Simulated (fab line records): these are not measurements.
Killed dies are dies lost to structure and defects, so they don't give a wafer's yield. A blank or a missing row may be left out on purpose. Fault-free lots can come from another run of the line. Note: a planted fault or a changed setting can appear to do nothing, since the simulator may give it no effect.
Shared-tool check | flow berkeleyCmos170 | 14 lots, 42 wafers sampled

== WHY IT WAS OPENED ==
Of 14 lots, 2 have the reading M3_AL_RS flagged at UCB170_M3_RS_MEAS_02. Wafers without a fault read 0.0322 ohm/sq, standard deviation 0.00039.
Rule: a lot is flagged in two cases, either no wafer of it has a number, or all its wafers with numbers fall more than 4 standard deviations from that mean. All remaining lots are regarded as sound.

lot  | measured     | on           | M3_AL_RS (ohm/sq), wafer by wafer | flag
L368 | day 7 10:21  | filmMetro-02 | 0.0322 0.0323 0.0319              | 
L369 | day 7 15:31  | filmMetro-03 | 0.0317 0.0324 0.0320              | 
L370 | day 7 16:52  | filmMetro-01 | 0.0326 0.0322 0.0321              | 
L371 | day 8 01:11  | filmMetro-01 | 0.0327 0.0323 0.0318              | 
L373 | day 8 01:52  | filmMetro-03 | 0.0319 0.0318 0.0315              | 
L372 | day 8 02:05  | filmMetro-02 | 0.0325 0.0326 0.0326              | 
L375 | day 9 00:12  | filmMetro-02 | 0.0361 0.0369 0.0370              | FLAGGED
L376 | day 9 04:52  | filmMetro-03 | 0.0378 0.0370 0.0368              | FLAGGED
L385 | day 11 08:19 | filmMetro-01 | 0.0316 0.0325 0.0318              | 
L387 | day 11 12:54 | filmMetro-02 | 0.0327 0.0331 0.0324              | 
L388 | day 11 13:32 | filmMetro-02 | 0.0321 0.0314 0.0311              | 
L389 | day 12 11:35 | filmMetro-01 | 0.0321 0.0321 0.0315              | 
L390 | day 12 19:25 | filmMetro-02 | 0.0311 0.0313 0.0319              | 
L391 | day 12 19:47 | filmMetro-01 | 0.0328 0.0320 0.0320              | 
The mean of the flagged lots' numbers is 0.0369 ohm/sq, +0.0047 ohm/sq from the usual (+12 standard deviations).

== EACH LOT AND THE TOOL IT RAN ON ==
2 process steps preceding the reading are held in the record, out of 331 steps in the route. In each cell: the tool, then ch and the chambers that the sampled wafers went through, then the start.
lot  | flag    | UCB170_V1_ETCH_14                 | UCB170_M3_SPUTTER_01
L368 |         | rieDiel-04 ch 0,3, day 7 03:29    | pvdSputter-02, day 7 10:16
L369 |         | rieDiel-02 ch 0,1, day 7 08:01    | pvdSputter-01, day 7 15:23
L370 |         | rieDiel-03 ch 0,2,3, day 7 08:18  | pvdSputter-02, day 7 16:46
L371 |         | rieDiel-04 ch 1,2,3, day 7 19:34  | pvdSputter-03, day 8 01:04
L373 |         | rieDiel-03 ch 0,1,2, day 7 19:40  | pvdSputter-02, day 8 01:45
L372 |         | rieDiel-04 ch 1,3, day 7 19:52    | pvdSputter-01, day 8 01:57
L375 | FLAGGED | rieDiel-04 ch 0,1,2, day 8 18:30  | pvdSputter-03, day 9 00:07
L376 | FLAGGED | rieDiel-02 ch 1,3, day 8 22:29    | pvdSputter-03, day 9 04:46
L385 |         | rieDiel-02 ch 0,1,2, day 11 02:18 | pvdSputter-02, day 11 08:14
L387 |         | rieDiel-03 ch 1,3, day 11 06:56   | pvdSputter-01, day 11 12:47
L388 |         | rieDiel-02 ch 0,2,3, day 11 07:13 | pvdSputter-02, day 11 13:27
L389 |         | rieDiel-03 ch 0,1,3, day 12 05:19 | pvdSputter-03, day 12 11:27
L390 |         | rieDiel-02 ch 0,2,3, day 12 13:34 | pvdSputter-03, day 12 19:20
L391 |         | rieDiel-03 ch 0,1,3, day 12 13:50 | pvdSputter-01, day 12 19:40
What is done by these steps:
- UCB170_V1_ETCH_14: etches SiO2 in CHF3/CF4/Ar, stops on Al, target depth 1250 nm, time 291 s.
- UCB170_M3_SPUTTER_01: material Al, target thk 900 nm, time 120 s.
- UCB170_M3_RS_MEAS_02: measures by four-point-probe.

== FLAGGED AGAINST TOTAL, ONE TOOL AT A TIME (gauges that did the reading follow at the end) ==
step                 | tool          | lots run | flagged | share of the flagged lots | sound lots run after its first flagged lot
UCB170_V1_ETCH_14    | rieDiel-02    | 5        | 1       | some                      | 3 (L385,L388,L390)
UCB170_V1_ETCH_14    | rieDiel-03    | 5        | 0       | none                      | -
UCB170_V1_ETCH_14    | rieDiel-04    | 4        | 1       | some                      | 0
UCB170_M3_SPUTTER_01 | pvdSputter-01 | 4        | 0       | none                      | -
UCB170_M3_SPUTTER_01 | pvdSputter-02 | 5        | 0       | none                      | -
UCB170_M3_SPUTTER_01 | pvdSputter-03 | 5        | 2       | all                       | 2 (L389,L390)
UCB170_M3_RS_MEAS_02 | filmMetro-01  | 5        | 0       | none                      | -
UCB170_M3_RS_MEAS_02 | filmMetro-02  | 6        | 1       | some                      | 3 (L387,L388,L390)
UCB170_M3_RS_MEAS_02 | filmMetro-03  | 3        | 1       | some                      | 0

== WHAT THE TABLE ALLOWS ==
In the table, 1 row covers all flagged lots: pvdSputter-03 at UCB170_M3_SPUTTER_01.
- pvdSputter-03 at UCB170_M3_SPUTTER_01: 2 of its 5 lots flagged. Lots that were sound ran on it after the first flagged one (L389, L390); a persistent fault on the entire tool would not allow that.
None of the table's rows ran every flagged lot and, after the first, no sound lot.

== WHAT WAS PUT IN BY THE SIMULATOR ==
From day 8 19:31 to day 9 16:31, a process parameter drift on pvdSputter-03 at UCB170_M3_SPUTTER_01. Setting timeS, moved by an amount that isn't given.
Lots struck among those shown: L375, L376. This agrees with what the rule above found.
